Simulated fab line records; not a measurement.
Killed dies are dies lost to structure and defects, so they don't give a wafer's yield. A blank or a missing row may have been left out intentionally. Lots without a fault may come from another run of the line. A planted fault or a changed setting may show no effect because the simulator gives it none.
Which of the tools did it? || flow berkeley-cmos170 || 42 wafers from 14 lots sampled at 6 of the route's 331 steps

## WHAT THE GAUGES SHOWED, per wafer
UCB170_CONTACT_CD_MEAS_15 targets a cd of 700 nm. Usual: 700.1 nm for cd-nm, sd 1.2.
{"lot": "L559", "measured": "day 7 10:38", "on": "cd-sem-01", "cd-nm (nm)": "701.4 700.9 701.6", "flag": ""}
{"lot": "L560", "measured": "day 7 10:52", "on": "cd-sem-01", "cd-nm (nm)": "700.1 700.8 699.4", "flag": ""}
{"lot": "L562", "measured": "day 7 16:01", "on": "cd-sem-01", "cd-nm (nm)": "700.2 699.6 700.2", "flag": ""}
{"lot": "L561", "measured": "day 7 17:50", "on": "cd-sem-02", "cd-nm (nm)": "699.1 698.5 700.2", "flag": ""}
{"lot": "L563", "measured": "day 8 06:47", "on": "cd-sem-01", "cd-nm (nm)": "701.0 701.2 700.1", "flag": ""}
{"lot": "L564", "measured": "day 8 07:02", "on": "cd-sem-01", "cd-nm (nm)": "698.9 699.4 698.4", "flag": ""}
{"lot": "L566", "measured": "day 8 16:59", "on": "cd-sem-02", "cd-nm (nm)": "698.3 698.9 700.0", "flag": ""}
{"lot": "L570", "measured": "day 9 21:46", "on": "cd-sem-01", "cd-nm (nm)": "702.3 701.5 700.4", "flag": ""}
{"lot": "L575", "measured": "day 10 15:55", "on": "cd-sem-02", "cd-nm (nm)": "702.2 701.6 700.9", "flag": ""}
{"lot": "L573", "measured": "day 10 16:12", "on": "cd-sem-02", "cd-nm (nm)": "701.0 699.5 699.7", "flag": ""}
{"lot": "L576", "measured": "day 11 05:54", "on": "cd-sem-01", "cd-nm (nm)": "699.2 699.0 697.5", "flag": ""}
{"lot": "L578", "measured": "day 11 06:54", "on": "cd-sem-02", "cd-nm (nm)": "701.5 701.9 700.7", "flag": ""}
{"lot": "L579", "measured": "day 11 18:55", "on": "cd-sem-01", "cd-nm (nm)": "698.7 698.8 701.6", "flag": ""}
{"lot": "L582", "measured": "day 11 21:18", "on": "cd-sem-01", "cd-nm (nm)": "700.6 700.2 700.8", "flag": ""}

UCB170_M3_CD_MEAS_90 targets a cd of 700 nm. Usual: 700.6 nm for cd-nm, sd 2.
{"lot": "L559", "measured": "day 8 05:35", "on": "cd-sem-02", "cd-nm (nm)": "702.8 702.9 698.7", "flag": ""}
{"lot": "L560", "measured": "day 8 06:07", "on": "cd-sem-02", "cd-nm (nm)": "700.2 698.7 700.1", "flag": ""}
{"lot": "L562", "measured": "day 8 13:29", "on": "cd-sem-01", "cd-nm (nm)": "702.8 703.3 704.5", "flag": ""}
{"lot": "L561", "measured": "day 8 12:18", "on": "cd-sem-01", "cd-nm (nm)": "697.5 699.6 699.5", "flag": ""}
{"lot": "L563", "measured": "day 9 05:55", "on": "cd-sem-02", "cd-nm (nm)": "701.9 702.5 699.7", "flag": ""}
{"lot": "L564", "measured": "day 9 06:36", "on": "cd-sem-01", "cd-nm (nm)": "702.6 701.8 702.1", "flag": ""}
{"lot": "L566", "measured": "day 9 15:25", "on": "cd-sem-01", "cd-nm (nm)": "701.0 701.6 701.6", "flag": ""}
{"lot": "L570", "measured": "day 10 17:18", "on": "cd-sem-02", "cd-nm (nm)": "695.0 690.8 693.8 695.1 691.1 694.1", "flag": "OFF"}
{"lot": "L575", "measured": "day 11 12:14", "on": "cd-sem-01", "cd-nm (nm)": "699.7 700.6 702.4", "flag": ""}
{"lot": "L573", "measured": "day 11 12:03", "on": "cd-sem-02", "cd-nm (nm)": "693.9 694.7 693.6 693.2 694.6 693.9", "flag": "OFF"}
{"lot": "L576", "measured": "day 12 03:02", "on": "cd-sem-02", "cd-nm (nm)": "701.4 700.4 696.9", "flag": ""}
{"lot": "L578", "measured": "day 12 02:30", "on": "cd-sem-01", "cd-nm (nm)": "703.3 701.2 702.6", "flag": ""}
{"lot": "L579", "measured": "day 12 14:28", "on": "cd-sem-02", "cd-nm (nm)": "699.6 699.3 700.5", "flag": ""}
{"lot": "L582", "measured": "day 12 18:44", "on": "cd-sem-01", "cd-nm (nm)": "702.8 700.3 702.4", "flag": ""}

## WHICH TOOL RAN EACH LOT (tool, then ch and the chambers of the sampled wafers, then the start)
{"lot": "L559", "UCB170_M3_SPUTTER_01": "pvd-sputter-01, day 8 03:06", "UCB170_M3_STRIP_07": "plasma-asher-03 ch 0, day 8 03:49", "UCB170_M3_METAL_ETCH_18": "rie-metal-03 ch 0,1, day 8 05:16", "UCB170_M3_STRIP_19": "plasma-asher-03 ch 0,1, day 8 05:28"}
{"lot": "L560", "UCB170_M3_SPUTTER_01": "pvd-sputter-03, day 8 03:20", "UCB170_M3_STRIP_07": "plasma-asher-01 ch 0,1, day 8 04:04", "UCB170_M3_METAL_ETCH_18": "rie-metal-01 ch 0,1, day 8 05:49", "UCB170_M3_STRIP_19": "plasma-asher-03 ch 1, day 8 06:01"}
{"lot": "L562", "UCB170_M3_SPUTTER_01": "pvd-sputter-03, day 8 10:34", "UCB170_M3_STRIP_07": "plasma-asher-03 ch 0,1, day 8 11:20", "UCB170_M3_METAL_ETCH_18": "rie-metal-03 ch 0,1, day 8 13:12", "UCB170_M3_STRIP_19": "plasma-asher-04 ch 0,1, day 8 13:23"}
{"lot": "L561", "UCB170_M3_SPUTTER_01": "pvd-sputter-04, day 8 09:46", "UCB170_M3_STRIP_07": "plasma-asher-04 ch 0,1, day 8 10:36", "UCB170_M3_METAL_ETCH_18": "rie-metal-04 ch 0,1, day 8 11:59", "UCB170_M3_STRIP_19": "plasma-asher-03 ch 0,1, day 8 12:11"}
{"lot": "L563", "UCB170_M3_SPUTTER_01": "pvd-sputter-04, day 9 02:40", "UCB170_M3_STRIP_07": "plasma-asher-04 ch 0,1, day 9 04:02", "UCB170_M3_METAL_ETCH_18": "rie-metal-01 ch 0,1, day 9 05:39", "UCB170_M3_STRIP_19": "plasma-asher-01 ch 0,1, day 9 05:48"}
{"lot": "L564", "UCB170_M3_SPUTTER_01": "pvd-sputter-03, day 9 03:52", "UCB170_M3_STRIP_07": "plasma-asher-04 ch 0,1, day 9 04:43", "UCB170_M3_METAL_ETCH_18": "rie-metal-03 ch 0,1, day 9 06:17", "UCB170_M3_STRIP_19": "plasma-asher-04 ch 0,1, day 9 06:29"}
{"lot": "L566", "UCB170_M3_SPUTTER_01": "pvd-sputter-03, day 9 09:36", "UCB170_M3_STRIP_07": "plasma-asher-01 ch 0,1, day 9 10:20", "UCB170_M3_METAL_ETCH_18": "rie-metal-04 ch 0,1, day 9 15:09", "UCB170_M3_STRIP_19": "plasma-asher-03 ch 0,1, day 9 15:18"}
{"lot": "L570", "UCB170_M3_SPUTTER_01": "pvd-sputter-03, day 10 14:50", "UCB170_M3_STRIP_07": "plasma-asher-04 ch 0,1, day 10 15:33", "UCB170_M3_METAL_ETCH_18": "rie-metal-03 ch 0,1, day 10 16:59", "UCB170_M3_STRIP_19": "plasma-asher-04 ch 0,1, day 10 17:11"}
{"lot": "L575", "UCB170_M3_SPUTTER_01": "pvd-sputter-03, day 11 09:31", "UCB170_M3_STRIP_07": "plasma-asher-03 ch 0,1, day 11 10:14", "UCB170_M3_METAL_ETCH_18": "rie-metal-01 ch 0,1, day 11 11:56", "UCB170_M3_STRIP_19": "plasma-asher-01 ch 0,1, day 11 12:08"}
{"lot": "L573", "UCB170_M3_SPUTTER_01": "pvd-sputter-01, day 11 09:02", "UCB170_M3_STRIP_07": "plasma-asher-01 ch 0,1, day 11 09:44", "UCB170_M3_METAL_ETCH_18": "rie-metal-03 ch 0,1, day 11 11:44", "UCB170_M3_STRIP_19": "plasma-asher-03 ch 0,1, day 11 11:56"}
{"lot": "L576", "UCB170_M3_SPUTTER_01": "pvd-sputter-04, day 11 22:12", "UCB170_M3_STRIP_07": "plasma-asher-04 ch 0,1, day 11 22:55", "UCB170_M3_METAL_ETCH_18": "rie-metal-01 ch 0,1, day 12 02:44", "UCB170_M3_STRIP_19": "plasma-asher-04 ch 0,1, day 12 02:56"}
{"lot": "L578", "UCB170_M3_SPUTTER_01": "pvd-sputter-03, day 11 23:00", "UCB170_M3_STRIP_07": "plasma-asher-01 ch 0,1, day 12 00:05", "UCB170_M3_METAL_ETCH_18": "rie-metal-04 ch 0,1, day 12 02:13", "UCB170_M3_STRIP_19": "plasma-asher-04 ch 0,1, day 12 02:24"}
{"lot": "L579", "UCB170_M3_SPUTTER_01": "pvd-sputter-04, day 12 11:44", "UCB170_M3_STRIP_07": "plasma-asher-04 ch 0,1, day 12 12:31", "UCB170_M3_METAL_ETCH_18": "rie-metal-04 ch 0,1, day 12 14:10", "UCB170_M3_STRIP_19": "plasma-asher-04 ch 0,1, day 12 14:21"}
{"lot": "L582", "UCB170_M3_SPUTTER_01": "pvd-sputter-04, day 12 12:50", "UCB170_M3_STRIP_07": "plasma-asher-01 ch 1, day 12 14:06", "UCB170_M3_METAL_ETCH_18": "rie-metal-01 ch 0,1, day 12 18:26", "UCB170_M3_STRIP_19": "plasma-asher-04 ch 0,1, day 12 18:37"}
- UCB170_M3_SPUTTER_01: material Al, target thk 900 nm, time 120 s.
- UCB170_M3_STRIP_07: strips in O2.
- UCB170_M3_METAL_ETCH_18: etches Al in Cl2/BCl3, stops on SiO2, target depth 1170 nm, time 195 s.
- UCB170_M3_STRIP_19: strips in O2.

## AS READ BY THE TOOLS THEMSELVES (means over the sampled wafers that have a number; for cases with no such wafer, the mark the record gives instead)
UCB170_M3_SPUTTER_01. Usual: 30.1 % for throttle-valve-pct, sd 0.7.
{"lot": "L559", "tool": "pvd-sputter-01", "throttle-valve-pct (%)": 29.9, "flag": ""}
{"lot": "L560", "tool": "pvd-sputter-03", "throttle-valve-pct (%)": 29.5, "flag": ""}
{"lot": "L562", "tool": "pvd-sputter-03", "throttle-valve-pct (%)": 29.6, "flag": ""}
{"lot": "L561", "tool": "pvd-sputter-04", "throttle-valve-pct (%)": 31.2, "flag": ""}
{"lot": "L563", "tool": "pvd-sputter-04", "throttle-valve-pct (%)": 31.2, "flag": ""}
{"lot": "L564", "tool": "pvd-sputter-03", "throttle-valve-pct (%)": 29.6, "flag": ""}
{"lot": "L566", "tool": "pvd-sputter-03", "throttle-valve-pct (%)": 29.7, "flag": ""}
{"lot": "L570", "tool": "pvd-sputter-03", "throttle-valve-pct (%)": 29.6, "flag": ""}
{"lot": "L575", "tool": "pvd-sputter-03", "throttle-valve-pct (%)": 29.7, "flag": ""}
{"lot": "L573", "tool": "pvd-sputter-01", "throttle-valve-pct (%)": 29.9, "flag": ""}
{"lot": "L576", "tool": "pvd-sputter-04", "throttle-valve-pct (%)": 30.8, "flag": ""}
{"lot": "L578", "tool": "pvd-sputter-03", "throttle-valve-pct (%)": 29.6, "flag": ""}
{"lot": "L579", "tool": "pvd-sputter-04", "throttle-valve-pct (%)": 30.6, "flag": ""}
{"lot": "L582", "tool": "pvd-sputter-04", "throttle-valve-pct (%)": 30.4, "flag": ""}

UCB170_M3_STRIP_07. Usual: drypump-motor-current-A 5.6 A, standard deviation 0.44; oes-product-au 0.734 a.u., standard deviation 0.0043; strip-time-to-endpoint-s 22.00 s, standard deviation 0.07.
{"lot": "L559", "tool": "plasma-asher-03", "drypump-motor-current-A (A)": 5.8, "oes-product-au (a.u.)": 0.738, "strip-time-to-endpoint-s (s)": 22.12, "flag": ""}
{"lot": "L560", "tool": "plasma-asher-01", "drypump-motor-current-A (A)": 5.5, "oes-product-au (a.u.)": 0.731, "strip-time-to-endpoint-s (s)": 22.04, "flag": ""}
{"lot": "L562", "tool": "plasma-asher-03", "drypump-motor-current-A (A)": 5.8, "oes-product-au (a.u.)": 0.734, "strip-time-to-endpoint-s (s)": 22.00, "flag": ""}
{"lot": "L561", "tool": "plasma-asher-04", "drypump-motor-current-A (A)": 5.4, "oes-product-au (a.u.)": 0.736, "strip-time-to-endpoint-s (s)": 21.99, "flag": ""}
{"lot": "L563", "tool": "plasma-asher-04", "drypump-motor-current-A (A)": 5.3, "oes-product-au (a.u.)": 0.735, "strip-time-to-endpoint-s (s)": 22.00, "flag": ""}
{"lot": "L564", "tool": "plasma-asher-04", "drypump-motor-current-A (A)": 5.4, "oes-product-au (a.u.)": 0.736, "strip-time-to-endpoint-s (s)": 21.98, "flag": ""}
{"lot": "L566", "tool": "plasma-asher-01", "drypump-motor-current-A (A)": 5.8, "oes-product-au (a.u.)": 0.736, "strip-time-to-endpoint-s (s)": 22.03, "flag": ""}
{"lot": "L570", "tool": "plasma-asher-04", "drypump-motor-current-A (A)": 5.3, "oes-product-au (a.u.)": 0.735, "strip-time-to-endpoint-s (s)": 22.00, "flag": ""}
{"lot": "L575", "tool": "plasma-asher-03", "drypump-motor-current-A (A)": 5.8, "oes-product-au (a.u.)": 0.735, "strip-time-to-endpoint-s (s)": 22.03, "flag": ""}
{"lot": "L573", "tool": "plasma-asher-01", "drypump-motor-current-A (A)": 5.4, "oes-product-au (a.u.)": 0.732, "strip-time-to-endpoint-s (s)": 21.91, "flag": ""}
{"lot": "L576", "tool": "plasma-asher-04", "drypump-motor-current-A (A)": 5.3, "oes-product-au (a.u.)": 0.736, "strip-time-to-endpoint-s (s)": 21.96, "flag": ""}
{"lot": "L578", "tool": "plasma-asher-01", "drypump-motor-current-A (A)": 5.5, "oes-product-au (a.u.)": 0.736, "strip-time-to-endpoint-s (s)": 21.87, "flag": ""}
{"lot": "L579", "tool": "plasma-asher-04", "drypump-motor-current-A (A)": 5.3, "oes-product-au (a.u.)": 0.730, "strip-time-to-endpoint-s (s)": 22.14, "flag": ""}
{"lot": "L582", "tool": "plasma-asher-01", "drypump-motor-current-A (A)": 6.2, "oes-product-au (a.u.)": 0.739, "strip-time-to-endpoint-s (s)": 21.93, "flag": ""}

UCB170_M3_METAL_ETCH_18. Usual: bcl3-flow-sccm 44.96 sccm, standard deviation 0.13; bias-w 120.0 W, standard deviation 0.31; drypump-motor-current-A 5.7 A, standard deviation 0.33; oes-product-au 0.842 a.u., standard deviation 0.017; throttle-valve-pct 24.37 %, standard deviation 0.12.
{"lot": "L559", "tool": "rie-metal-03", "bcl3-flow-sccm (sccm)": 44.91, "bias-w (W)": 120.1, "drypump-motor-current-A (A)": 5.5, "oes-product-au (a.u.)": 0.838, "throttle-valve-pct (%)": 24.44, "flag": ""}
{"lot": "L560", "tool": "rie-metal-01", "bcl3-flow-sccm (sccm)": 44.97, "bias-w (W)": 119.9, "drypump-motor-current-A (A)": 6.2, "oes-product-au (a.u.)": 0.845, "throttle-valve-pct (%)": 24.33, "flag": ""}
{"lot": "L562", "tool": "rie-metal-03", "bcl3-flow-sccm (sccm)": 45.05, "bias-w (W)": 120.1, "drypump-motor-current-A (A)": 5.5, "oes-product-au (a.u.)": 0.844, "throttle-valve-pct (%)": 24.43, "flag": ""}
{"lot": "L561", "tool": "rie-metal-04", "bcl3-flow-sccm (sccm)": 44.85, "bias-w (W)": 120.2, "drypump-motor-current-A (A)": 5.8, "oes-product-au (a.u.)": 0.834, "throttle-valve-pct (%)": 24.26, "flag": ""}
{"lot": "L563", "tool": "rie-metal-01", "bcl3-flow-sccm (sccm)": 44.87, "bias-w (W)": 120.2, "drypump-motor-current-A (A)": 6.1, "oes-product-au (a.u.)": 0.832, "throttle-valve-pct (%)": 24.29, "flag": ""}
{"lot": "L564", "tool": "rie-metal-03", "bcl3-flow-sccm (sccm)": 44.86, "bias-w (W)": 120.0, "drypump-motor-current-A (A)": 5.3, "oes-product-au (a.u.)": 0.853, "throttle-valve-pct (%)": 24.51, "flag": ""}
{"lot": "L566", "tool": "rie-metal-04", "bcl3-flow-sccm (sccm)": 45.10, "bias-w (W)": 120.2, "drypump-motor-current-A (A)": 5.8, "oes-product-au (a.u.)": 0.828, "throttle-valve-pct (%)": 24.27, "flag": ""}
{"lot": "L570", "tool": "rie-metal-03", "bcl3-flow-sccm (sccm)": 44.98, "bias-w (W)": 120.0, "drypump-motor-current-A (A)": 5.3, "oes-product-au (a.u.)": 0.790, "throttle-valve-pct (%)": 24.53, "flag": "OFF"}
{"lot": "L575", "tool": "rie-metal-01", "bcl3-flow-sccm (sccm)": 44.90, "bias-w (W)": 119.5, "drypump-motor-current-A (A)": 6.2, "oes-product-au (a.u.)": 0.839, "throttle-valve-pct (%)": 24.33, "flag": ""}
{"lot": "L573", "tool": "rie-metal-03", "bcl3-flow-sccm (sccm)": 44.97, "bias-w (W)": 120.0, "drypump-motor-current-A (A)": 5.3, "oes-product-au (a.u.)": 0.797, "throttle-valve-pct (%)": 24.53, "flag": ""}
{"lot": "L576", "tool": "rie-metal-01", "bcl3-flow-sccm (sccm)": 45.01, "bias-w (W)": 120.0, "drypump-motor-current-A (A)": 6.2, "oes-product-au (a.u.)": 0.847, "throttle-valve-pct (%)": 24.33, "flag": ""}
{"lot": "L578", "tool": "rie-metal-04", "bcl3-flow-sccm (sccm)": 44.84, "bias-w (W)": 120.3, "drypump-motor-current-A (A)": 5.7, "oes-product-au (a.u.)": 0.836, "throttle-valve-pct (%)": 24.29, "flag": ""}
{"lot": "L579", "tool": "rie-metal-04", "bcl3-flow-sccm (sccm)": 44.90, "bias-w (W)": 119.9, "drypump-motor-current-A (A)": 5.8, "oes-product-au (a.u.)": 0.830, "throttle-valve-pct (%)": 24.26, "flag": ""}
{"lot": "L582", "tool": "rie-metal-01", "bcl3-flow-sccm (sccm)": 44.93, "bias-w (W)": 120.1, "drypump-motor-current-A (A)": 6.1, "oes-product-au (a.u.)": 0.839, "throttle-valve-pct (%)": 24.28, "flag": ""}

UCB170_M3_STRIP_19. Usual: drypump-motor-current-A 5.6 A, standard deviation 0.43; oes-product-au 0.547 a.u., standard deviation 0.01.
{"lot": "L559", "tool": "plasma-asher-03", "drypump-motor-current-A (A)": 5.9, "oes-product-au (a.u.)": 0.549, "flag": ""}
{"lot": "L560", "tool": "plasma-asher-03", "drypump-motor-current-A (A)": 6.0, "oes-product-au (a.u.)": 0.549, "flag": ""}
{"lot": "L562", "tool": "plasma-asher-04", "drypump-motor-current-A (A)": 5.3, "oes-product-au (a.u.)": 0.549, "flag": ""}
{"lot": "L561", "tool": "plasma-asher-03", "drypump-motor-current-A (A)": 5.8, "oes-product-au (a.u.)": 0.557, "flag": ""}
{"lot": "L563", "tool": "plasma-asher-01", "drypump-motor-current-A (A)": 5.5, "oes-product-au (a.u.)": 0.529, "flag": ""}
{"lot": "L564", "tool": "plasma-asher-04", "drypump-motor-current-A (A)": 5.3, "oes-product-au (a.u.)": 0.551, "flag": ""}
{"lot": "L566", "tool": "plasma-asher-03", "drypump-motor-current-A (A)": 5.9, "oes-product-au (a.u.)": 0.543, "flag": ""}
{"lot": "L570", "tool": "plasma-asher-04", "drypump-motor-current-A (A)": 5.4, "oes-product-au (a.u.)": 0.461, "flag": "OFF"}
{"lot": "L575", "tool": "plasma-asher-01", "drypump-motor-current-A (A)": 5.9, "oes-product-au (a.u.)": 0.548, "flag": ""}
{"lot": "L573", "tool": "plasma-asher-03", "drypump-motor-current-A (A)": 5.9, "oes-product-au (a.u.)": 0.455, "flag": "OFF"}
{"lot": "L576", "tool": "plasma-asher-04", "drypump-motor-current-A (A)": 5.3, "oes-product-au (a.u.)": 0.546, "flag": ""}
{"lot": "L578", "tool": "plasma-asher-04", "drypump-motor-current-A (A)": 5.3, "oes-product-au (a.u.)": 0.548, "flag": ""}
{"lot": "L579", "tool": "plasma-asher-04", "drypump-motor-current-A (A)": 5.3, "oes-product-au (a.u.)": 0.542, "flag": ""}
{"lot": "L582", "tool": "plasma-asher-04", "drypump-motor-current-A (A)": 5.3, "oes-product-au (a.u.)": 0.540, "flag": ""}

## THE ANSWER, worked out from the rows above alone
Rule: take the mean of a lot's wafers that have a number; if it is more than 3 standard deviations from the usual mean, the lot is off. A lot without any number at a reading at which 4 lots or more have one is off too. The other lots that the step has rows for count as sound. Order of review: gauges by route order, followed by the tools' own readings, for which a lot's mean as printed above is used. At the first step where some lot is off, the reading lying furthest off is the one used; lots without a number count as furthest.
Off, at UCB170_M3_CD_MEAS_90 on cd-nm: L570, L573.
If a tool, at a process step before that reading, ran all the lots that are off and no sound lot after the first of them, it fits. The gauges at UCB170_M3_CD_MEAS_90 aren't tried: what is off there is off at UCB170_M3_STRIP_19 too, on other tools, and a gauge's error can't cause that. One candidate fits, namely rie-metal-03 at UCB170_M3_METAL_ETCH_18. Its last sound lot is L564 (day 9 06:17), its first lot that is off L570 (day 10 16:59): a fault that began between those two fits.
On the lots that are off, the tool's own readings at UCB170_M3_METAL_ETCH_18 differ by more than 5 times the standard deviation of the sound lots' means, which bears it out; oes-product-au reads 0.794 a.u. there versus 0.839 a.u. on the sound lots.

## WHAT WAS PUT IN BY THE SIMULATOR
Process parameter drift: rie-metal-03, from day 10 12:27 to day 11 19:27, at UCB170_M3_METAL_ETCH_18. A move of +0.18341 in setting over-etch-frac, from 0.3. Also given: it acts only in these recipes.
Struck lots among those shown: L570, L573. This agrees with what the rule above found.
